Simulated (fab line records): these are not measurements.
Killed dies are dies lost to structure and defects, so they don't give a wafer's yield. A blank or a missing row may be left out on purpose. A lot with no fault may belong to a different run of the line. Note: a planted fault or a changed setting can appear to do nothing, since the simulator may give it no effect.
A sampling plan put to the test    flow rit-cmos    17 faults told of in these records, all on one fab line, each judged by the records of the lots it struck
The line's own looks make up the plan; these are the steps of the route where a gauge or inspection reads the wafer and leaves it unchanged. A look can be judged if struck wafers have a number there and the file gives its usual mean and standard deviation on fault-free wafers. Caught: the struck wafers' mean, at a look after the fault's first step, is 4 or more of those standard deviations (sigma) away from the usual mean. On the tool: the same test on the tool's own readings at the fault's steps. It also counts as caught if the struck wafers ran another recipe or if their record alone is blank.

## THE FAULTS, as the simulator had put them in
1. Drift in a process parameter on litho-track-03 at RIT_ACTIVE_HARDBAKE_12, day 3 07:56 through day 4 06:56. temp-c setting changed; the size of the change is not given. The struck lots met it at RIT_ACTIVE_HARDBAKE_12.
2. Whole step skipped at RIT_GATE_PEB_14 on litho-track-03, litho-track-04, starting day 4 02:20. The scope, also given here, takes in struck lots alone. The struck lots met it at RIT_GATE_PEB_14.
3. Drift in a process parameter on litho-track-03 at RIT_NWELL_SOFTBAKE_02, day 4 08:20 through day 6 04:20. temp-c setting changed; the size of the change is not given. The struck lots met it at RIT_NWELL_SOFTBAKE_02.
4. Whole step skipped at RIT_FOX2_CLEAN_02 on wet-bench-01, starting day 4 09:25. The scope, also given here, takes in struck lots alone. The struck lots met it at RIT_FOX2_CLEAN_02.
5. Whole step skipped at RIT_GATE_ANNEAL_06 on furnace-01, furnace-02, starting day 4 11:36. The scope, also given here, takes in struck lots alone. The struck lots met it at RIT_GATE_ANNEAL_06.
6. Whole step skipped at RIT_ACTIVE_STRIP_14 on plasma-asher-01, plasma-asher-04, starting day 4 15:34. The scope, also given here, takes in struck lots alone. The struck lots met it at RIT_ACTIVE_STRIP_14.
7. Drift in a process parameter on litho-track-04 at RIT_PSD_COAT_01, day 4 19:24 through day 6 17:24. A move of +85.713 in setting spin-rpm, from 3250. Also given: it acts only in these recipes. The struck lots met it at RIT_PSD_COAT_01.
8. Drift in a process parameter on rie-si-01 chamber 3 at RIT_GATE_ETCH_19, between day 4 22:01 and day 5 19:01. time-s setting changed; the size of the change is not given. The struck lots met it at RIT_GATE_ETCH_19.
9. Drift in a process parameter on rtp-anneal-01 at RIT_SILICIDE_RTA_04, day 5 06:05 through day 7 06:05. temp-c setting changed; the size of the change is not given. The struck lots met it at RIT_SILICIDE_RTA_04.
10. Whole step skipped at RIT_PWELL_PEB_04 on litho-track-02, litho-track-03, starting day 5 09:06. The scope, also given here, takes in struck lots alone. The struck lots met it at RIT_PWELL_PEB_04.
11. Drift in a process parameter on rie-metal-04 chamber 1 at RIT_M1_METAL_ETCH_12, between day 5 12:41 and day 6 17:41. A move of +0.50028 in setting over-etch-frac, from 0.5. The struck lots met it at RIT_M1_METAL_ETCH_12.
12. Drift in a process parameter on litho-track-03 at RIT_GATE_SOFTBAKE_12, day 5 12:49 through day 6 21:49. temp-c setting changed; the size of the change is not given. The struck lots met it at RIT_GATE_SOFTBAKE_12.
13. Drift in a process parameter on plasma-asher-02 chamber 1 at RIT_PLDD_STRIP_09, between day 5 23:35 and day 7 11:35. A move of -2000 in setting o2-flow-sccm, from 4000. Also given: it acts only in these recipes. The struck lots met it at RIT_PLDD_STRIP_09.
14. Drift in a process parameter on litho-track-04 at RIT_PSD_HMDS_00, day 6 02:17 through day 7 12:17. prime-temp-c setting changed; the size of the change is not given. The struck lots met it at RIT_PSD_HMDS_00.
15. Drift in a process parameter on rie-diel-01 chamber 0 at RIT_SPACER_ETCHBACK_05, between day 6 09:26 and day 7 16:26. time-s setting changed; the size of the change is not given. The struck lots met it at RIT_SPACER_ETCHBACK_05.
16. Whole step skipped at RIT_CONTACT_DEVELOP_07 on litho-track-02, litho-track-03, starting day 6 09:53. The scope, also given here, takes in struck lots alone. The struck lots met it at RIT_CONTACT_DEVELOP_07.
17. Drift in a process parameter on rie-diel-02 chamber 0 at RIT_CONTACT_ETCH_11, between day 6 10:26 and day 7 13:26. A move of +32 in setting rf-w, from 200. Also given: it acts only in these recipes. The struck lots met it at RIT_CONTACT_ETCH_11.

## WHAT THE PLAN SAW
fault  on the tool itself                                first look that catches it                       reading, sigma  median hours from its first step to that look  hours from the fault's start to the first struck lot there  judged looks passed uncaught
1      heater-power-total-W +39 sigma                    none of the 2 looks that can be judged after it  -               -                                              -                                                           2
2      no reading that can be judged                     no look after it can be judged                   -               -                                              -                                                           0
3      heater-power-total-W -99 or beyond sigma          none of the 3 looks that can be judged after it  -               -                                              -                                                           3
4      the tool's record is blank for the struck wafers  none of the 2 looks that can be judged after it  -               -                                              -                                                           2
5      the tool's record is blank for the struck wafers  no look after it can be judged                   -               -                                              -                                                           0
6      the tool's record is blank for the struck wafers  not the one look that can be judged after it     -               -                                              -                                                           1
7      spin-speed-rpm +40 sigma                          none of the 2 looks that can be judged after it  -               -                                              -                                                           2
8      run-length-s +87 sigma                            no look after it can be judged                   -               -                                              -                                                           0
9      wafer_temp_C_max +7.4 sigma                       no look after it can be judged                   -               -                                              -                                                           0
10     no reading that can be judged                     no look after it can be judged                   -               -                                              -                                                           0
11     oes-product-au -11 sigma                          no look after it can be judged                   -               -                                              -                                                           0
12     heater-power-total-W +13 sigma                    no look after it can be judged                   -               -                                              -                                                           0
13     o2-flow-sccm -99 or beyond sigma                  no look after it can be judged                   -               -                                              -                                                           0
14     prime-temp-c -7.7 sigma                           no look after it can be judged                   -               -                                              -                                                           0
15     run-length-s +78 sigma                            no look after it can be judged                   -               -                                              -                                                           0
16     the tool's record is blank for the struck wafers  no look after it can be judged                   -               -                                              -                                                           0
17     rf-fwd-power-W +50 sigma                          no look after it can be judged                   -               -                                              -                                                           0
A dash: the fault isn't caught, or these records don't give the number.

Caught at a look: 0 of 17. Caught on the tool: 15 of 17. By one or the other: 15 of 17.
Caught on the tool alone: faults 1, 3, 4, 5, 6, 7, 8, 9, 11, 12, 13, 14, 15, 16, 17.
Caught by neither: faults 2, 10.
